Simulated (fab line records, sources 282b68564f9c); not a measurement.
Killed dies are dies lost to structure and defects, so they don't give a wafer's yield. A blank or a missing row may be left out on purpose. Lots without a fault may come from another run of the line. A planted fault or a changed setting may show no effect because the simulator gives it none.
A struck lot beside a sound one | flow rit_cmos | 15 steps out of a route of 202
Sound: wafers L480.1, L480.3, L480.4. Struck: wafer L498.4. The cause comes at the end.
At each step with rows: each side's tool, then ch and its chambers, then its first start. Under that, the readings that differ: sound wafers | struck wafers | difference of the means | sigmas: that difference in standard deviations of wafers without a fault.
alike: readings whose means differ by less than 2 such deviations, and words and numbers that are the same on both sides. not compared: withheld readings, readings that some wafer has no value for, bounds like >300 that may hide the same value, and numbers for which the record gives no deviation and whose values overlap.
The two part at a step that has a row with sigmas, a row that says differs or no value, or rows on one side only. Numbers that don't overlap but have no deviation are shown without sigmas and don't part them. A reading that every wafer of one side lacks parts them only if that side has two wafers or more.

first, 4 steps without rows for these wafers: RIT_CONTACT_SOFTBAKE_04 (time 60 s); RIT_CONTACT_EXPOSE_05 (exposes mask M11, target cd 1000 nm); RIT_CONTACT_PEB_06; RIT_CONTACT_DEVELOP_07 (develop time 120 s).
RIT_CONTACT_CD_MEAS_08: target cd 1000 nm.
  sound on cd_sem-01, day 3 15:58; struck on cd_sem-01, day 7 06:18
  reading    | sound               | struck | difference | sigmas
  cd_nm (nm) | 999.9 1000.6 1000.4 | 995.5  | -4.8       | -2
RIT_CONTACT_OVL_MEAS_09:
  sound on overlay-01, day 3 16:05; struck on overlay-01, day 7 06:23
  alike: CONTACT_OVL
then, 1 step without rows for these wafers: RIT_CONTACT_HARDBAKE_10 (time 60 s).
RIT_CONTACT_ETCH_11: etches SiO2 in CHF3/CF4/Ar, stops on TiSi2, target depth 480 nm, time 326.9 s.
  sound on rie_diel-04 ch 0,2,3, day 3 16:16; struck on rie_diel-01 ch 3, day 7 06:33
  reading                | sound    | struck | difference | sigmas
  rf_hours_counter_h (h) | 41 16 22 | 4      | -22        |
  alike: drypump_motor_current_A, oes_product_au, throttle_valve_pct
RIT_CONTACT_STRIP_12: strips in O2, time 180 s.
  sound on plasma_asher-02 ch 0,1, day 3 16:28; struck on plasma_asher-04 ch 1, day 7 06:48
  reading             | sound       | struck | difference | sigmas
  rf_refl_power_W (W) | 7.9 5.6 8.0 | 9.8    | +2.6       | +2
  alike: drypump_motor_current_A
  not compared: rf_hours_counter_h
RIT_CONTACT_CD_MEAS_90: target cd 1000 nm.
  sound on cd_sem-02, day 3 16:38; struck on cd_sem-01, day 7 06:59
  alike: cd_nm
then, 2 steps without rows for these wafers: RIT_CONTACT_CLEAN_13 (cleans in SC1, time 600 s); RIT_CONTACT_CLEAN_14 (cleans in SC2, time 600 s).
RIT_M1_SPUTTER_00: material Al, target thk 400 nm, time 500 s.
  sound on pvd_sputter-04, day 3 17:14; struck on pvd_sputter-01, day 7 07:24
  reading                               | sound                | struck | difference | sigmas
  chamber_pressure_pa (Pa)              | 0.3980 0.4003 0.4006 | 0.3582 | -0.0414    | -53
  throttle_valve_pct (%)                | 28.7 31.4 29.9       | 33.2   | +3.2       | +2
  model.Al_of_M1_SPUTTER_00.thk_nm (nm) | 397.5 401.3 402.6    | 407.4  | +6.9       |
RIT_M1_RS_MEAS_01: measures by four-point-probe.
  sound on film_metro-01, day 3 17:32; struck on film_metro-02, day 7 07:46
  reading           | sound                | struck | difference | sigmas
  M1_AL_RS (ohm/sq) | 0.0739 0.0734 0.0731 | 0.0715 | -0.0020    | -3
RIT_M1_PROBE_99:
  the record has rows for the sound wafers here (prober-02, day 3 21:15) and none for the struck ones

WHERE THEY PART
First at RIT_CONTACT_CD_MEAS_08; last, within this record, at RIT_M1_PROBE_99.

WHY: what the simulator had put in
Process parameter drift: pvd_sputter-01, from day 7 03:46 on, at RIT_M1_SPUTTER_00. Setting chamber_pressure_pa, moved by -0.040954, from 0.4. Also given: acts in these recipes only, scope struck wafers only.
